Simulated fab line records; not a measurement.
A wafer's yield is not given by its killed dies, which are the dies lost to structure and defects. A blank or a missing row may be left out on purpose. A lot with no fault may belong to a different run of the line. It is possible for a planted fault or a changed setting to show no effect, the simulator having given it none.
A lot that was struck, set against a sound lot || flow rit-cmos || 17 out of 202 route steps
Sound: these wafers, L202.4, L202.5, L202.6. Wafers struck: L212.2, L212.3, L212.4. The cause is named last.
Order at every step that has rows: each side's tool, ch and its chambers, its first start. Under that, the readings that differ: sound wafers || struck wafers || difference of the means || sigmas: that difference in standard deviations of wafers without a fault.
alike: words and numbers the same on both sides, and readings whose means are apart by under 2 such deviations; not compared: readings that were withheld, readings missing a value for some wafer, numbers with overlapping values and no deviation given by the record, and bounds like >300 which may hide the same value.
The two part at a step that has a row with sigmas, a row that says differs or no value, or rows on one side only. Non-overlapping numbers with no deviation appear without sigmas and do not part them. A reading that every wafer of one side lacks parts them only if that side has two wafers or more.

first, 2 steps without rows for these wafers: RIT_NRETRO_HARDBAKE_07 (time 120 s); RIT_NRETRO_IMPLANT_08.
RIT_NRETRO_STRIP_09: strips in O2, time 180 s.
  sound on plasma-asher-01 ch 0,1, day 3 04:41; struck on plasma-asher-04 ch 0,1, day 5 07:08
  alike: drypump-motor-current-A, rf-refl-power-W
  not compared: rf-hours-counter-h
RIT_NRETRO_TW_MEAS_10:
  sound: film-metro-03 at day 3 04:49; struck: film-metro-03 at day 5 07:20
  alike: NRETRO_TW
then, 6 steps without rows for these wafers: RIT_PRETRO_HMDS_00 (prime time 60 s); RIT_PRETRO_COAT_01 (resist thk 1300 nm); RIT_PRETRO_SOFTBAKE_02 (time 60 s); RIT_PRETRO_EXPOSE_03 (exposes mask M5, target cd 43700 nm); RIT_PRETRO_PEB_04; RIT_PRETRO_DEVELOP_05 (develop time 68 s).
RIT_PRETRO_OVL_MEAS_06:
  sound: overlay-02 at day 3 05:45; struck: overlay-02 at day 5 08:28
  alike: PRETRO_OVL
then, 1 step without rows for these wafers: RIT_PRETRO_HARDBAKE_07 (time 120 s).
RIT_PRETRO_IMPLANT_08:
  sound on implanter-03 ch 0, day 3 06:06; struck on implanter-01 ch 0, day 5 08:46
{"reading": "beam-energy-keV", "sound": "45.004 44.994 45.028", "struck": "29.256 29.220 29.242", "difference": -15.769, "sigmas": "-99 or more"}
{"reading": "model.implant.rp-nm (nm)", "sound": "143.5 143.5 143.5", "struck": "96.53 96.53 96.53", "difference": -46.97, "sigmas": ""}
{"reading": "model.implant.drp-nm (nm)", "sound": "55.07 55.07 55.07", "struck": "42.09 42.09 42.09", "difference": -12.98, "sigmas": ""}
RIT_PRETRO_STRIP_09: strips in O2, time 180 s.
  sound on plasma-asher-01 ch 0,1, day 3 06:14; struck on plasma-asher-02 ch 0,1, day 5 08:53
  alike: drypump-motor-current-A, rf-refl-power-W
  not compared: rf-hours-counter-h
RIT_PRETRO_TW_MEAS_10:
  sound: film-metro-01 at day 3 06:23; struck: film-metro-03 at day 5 09:08
{"reading": "PRETRO_TW", "sound": "470 467 469", "struck": "441 441 443", "difference": -27, "sigmas": -7}
then, 1 step without rows for these wafers: RIT_GATE_WET_ETCH_00 (etches SiO2 in BOE, target depth 56 nm, time 60 s).
-- the record jumps here: 2 days lie between the struck wafers' starts before and after (it left off in module GATE and takes up again in module M1, whose first step shown is number 202 of the route) --
RIT_M1_PROBE_99:
  sound: prober-02 at day 4 14:19; struck: prober-02 at day 7 14:47
{"reading": "model.etest.nmos_0p3.r-on-ohm-um", "sound": "2124 2165 2182", "struck": "2403 2430 2404", "difference": "+255", "sigmas": ""}
{"reading": "model.etest.nmos_0p15.r-on-ohm-um", "sound": "1103 1128 1127", "struck": "1272 1254 1217", "difference": "+128", "sigmas": ""}
{"reading": "model.etest.nmos-turned.drive-ua-um", "sound": "336.3 323.8 325.3", "struck": "263.9 256 248.1", "difference": -72.5, "sigmas": ""}
{"reading": "model.etest.nmos_0p15.drive-ua-um", "sound": "476.8 457.9 459.9", "struck": "407.9 407.6 417.4", "difference": -53.9, "sigmas": ""}
{"reading": "model.etest.nmos_0p3.drive-ua-um", "sound": "226.3 221 221.9", "struck": "190.8 188.6 190.2", "difference": -33.2, "sigmas": ""}
{"reading": "model.etest.nmos-narrow.drive-ua-um", "sound": "222.3 218.4 215.5", "struck": "191.4 185.7 188.2", "difference": -30.3, "sigmas": ""}
{"reading": "model.etest.ring.delay-ps", "sound": "26.81 27.56 27.57", "struck": "29.63 29.39 28.59", "difference": "+1.89", "sigmas": ""}
  alike: killed-at-contacts, killed-at-front-end, killed-dies, killed-open, killed-short
  not compared: model.etest.nmos_0p15.swing-mv-dec

WHERE THEY PART
Last at RIT_PRETRO_TW_MEAS_10 as far as this record goes, first at RIT_PRETRO_IMPLANT_08. Later steps at which nothing parts them and some readings are alike: RIT_M1_PROBE_99.

WHY: whatever the simulator had introduced
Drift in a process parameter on implanter-01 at RIT_PRETRO_IMPLANT_08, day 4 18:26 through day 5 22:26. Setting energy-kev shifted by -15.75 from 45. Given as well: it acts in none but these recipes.
